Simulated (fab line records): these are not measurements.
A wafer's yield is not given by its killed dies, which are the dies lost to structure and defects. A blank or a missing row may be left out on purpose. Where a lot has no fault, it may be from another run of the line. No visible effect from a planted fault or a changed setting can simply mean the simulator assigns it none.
Split-lot trial | flow rit_cmos | 27 wafers read from 5 lots, route of 202 steps

## ABOUT THE SPLIT
At RIT_CONTACT_ETCH_11 (etches SiO2 in CHF3/CF4/Ar, stops on TiSi2, target depth 480 nm, time 320 s), the setting time_s was moved away from the recipe's 320 s on 6 of the 27 wafers read, by -34.6% to -21.8%. For the rest of the wafers, this setting stayed at what the recipe calls for.

The split's own step is where the reading is taken.

## THE READING
NOVOLAK_of_CONTACT_COAT_03.thk_nm (the simulator's own value, which no gauge read), in nm, at RIT_CONTACT_ETCH_11 (etches SiO2 in CHF3/CF4/Ar, stops on TiSi2, target depth 480 nm, time 320 s). The file gives no usual value for it. Average 769.8 nm, standard deviation 2.7 nm, over the 21 wafers here run with the recipe.

wafer  | tool, chamber at the split | time_s as run, s | against the recipe | NOVOLAK_of_CONTACT_COAT_03.thk_nm, nm | against lot-mates on the recipe
L074.1 | rie_diel-03, 1             | 320              | recipe             | 768.9                                 | -
L074.2 | rie_diel-03, 3             | 320              | recipe             | 771.4                                 | -
L074.3 | rie_diel-03, 0             | 320              | recipe             | 771.2                                 | -
L074.4 | rie_diel-03, 2             | 320              | recipe             | 770.5                                 | -
L074.5 | rie_diel-03, 0             | 320              | recipe             | 772.1                                 | -
L074.6 | rie_diel-03, 3             | 320              | recipe             | 770                                   | -
L077.1 | rie_diel-03, 1             | 320              | recipe             | 766.1                                 | -
L077.2 | rie_diel-03, 2             | 320              | recipe             | 774.1                                 | -
L077.5 | rie_diel-03, 1             | 320              | recipe             | 771.1                                 | -
L080.1 | rie_diel-04, 1             | 209.3            | -34.6%             | 807                                   | +40.3
L080.2 | rie_diel-04, 3             | 320              | recipe             | 767.1                                 | -
L080.3 | rie_diel-04, 2             | 209.3            | -34.6%             | 809.5                                 | +42.8
L080.4 | rie_diel-04, 0             | 320              | recipe             | 767.7                                 | -
L080.5 | rie_diel-04, 1             | 320              | recipe             | 765.4                                 | -
L080.6 | rie_diel-04, 0             | 209.3            | -34.6%             | 806.9                                 | +40.2
L082.1 | rie_diel-04, 0             | 320              | recipe             | 764.2                                 | -
L082.2 | rie_diel-04, 2             | 250.1            | -21.8%             | 793.4                                 | +25.5
L082.3 | rie_diel-04, 1             | 320              | recipe             | 769.1                                 | -
L082.4 | rie_diel-04, 3             | 250.1            | -21.8%             | 794                                   | +26.1
L082.5 | rie_diel-04, 3             | 250.1            | -21.8%             | 792.4                                 | +24.5
L082.6 | rie_diel-04, 2             | 320              | recipe             | 770.4                                 | -
L084.1 | rie_diel-03, 3             | 320              | recipe             | 769.1                                 | -
L084.2 | rie_diel-03, 1             | 320              | recipe             | 770.8                                 | -
L084.3 | rie_diel-03, 0             | 320              | recipe             | 773.7                                 | -
L084.4 | rie_diel-03, 1             | 320              | recipe             | 770.1                                 | -
L084.5 | rie_diel-03, 3             | 320              | recipe             | 767.9                                 | -
L084.6 | rie_diel-03, 0             | 320              | recipe             | 774.5                                 | -

THE FIT
A straight line over all 27 wafers: NOVOLAK_of_CONTACT_COAT_03.thk_nm changes by -1.09 nm for each +1% of time_s; r = -0.98; the points scatter about the line by 2.5 nm.
The same after taking each lot's own level away (the mean of its wafers on the recipe; 27 wafers): -1.18 nm for each +1%; r = -0.99; scatter 2 nm.
The reading moves by 41 nm for the largest change in time_s, on that fit.
The lots' own levels span 766.73 to 771.02 nm, that is 1.6 times the standard deviation above.
So the lot-to-lot level changes the slope little: the two slopes agree.
Check: for one of the wafers moved furthest among these (-34.6%), held out of the fit, the line's prediction against its lot-mates is +41 nm. Against them it came out at +40.3 nm.

## THE OTHER SPLITS THESE WAFERS WENT THROUGH
These wafers also went through other splits before the reading. Each is held against what the fit with the lots' levels taken away leaves over:
other split on the same wafers        | wafers away from the commonest value | r with NOVOLAK_of_CONTACT_COAT_03.thk_nm (lot level and that fit taken away)
RIT_ACTIVE_OXIDATION_01 ox_time_s     | 12                                   | -0.01
RIT_GATE_DEVELOP_15 develop_time_s    | 6                                    | -0.18
RIT_SPACER_ETCHBACK_05 time_s         | 12                                   | -0.16
RIT_CONTACT_DEVELOP_07 develop_time_s | 12                                   | -0.22

## THE WHOLE CHAIN: every reading that the file lists as answering this split, in the file's order
step                | what it does                                                                | reading                                                                            | change (the file's fit)              | r (the file's)
RIT_CONTACT_ETCH_11 | etches SiO2 in CHF3/CF4/Ar, stops on TiSi2, target depth 480 nm, time 320 s | etch.depth_nm (the simulator's own value, which no gauge read)                     | +2.16 nm for each +1% of the setting | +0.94
RIT_CONTACT_ETCH_11 | etches SiO2 in CHF3/CF4/Ar, stops on TiSi2, target depth 480 nm, time 320 s | CONTACT.feature_depth_nm (the simulator's own value, which no gauge read)          | +2.16 nm for each +1% of the setting | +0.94
RIT_CONTACT_ETCH_11 | etches SiO2 in CHF3/CF4/Ar, stops on TiSi2, target depth 480 nm, time 320 s | NOVOLAK_of_CONTACT_COAT_03.thk_nm (the simulator's own value, which no gauge read) | -1.18 nm for each +1% of the setting | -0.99

## THE FILE'S OWN FIT
NOVOLAK_of_CONTACT_COAT_03.thk_nm changes by -1.18 nm for each +1% of time_s, r = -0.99.
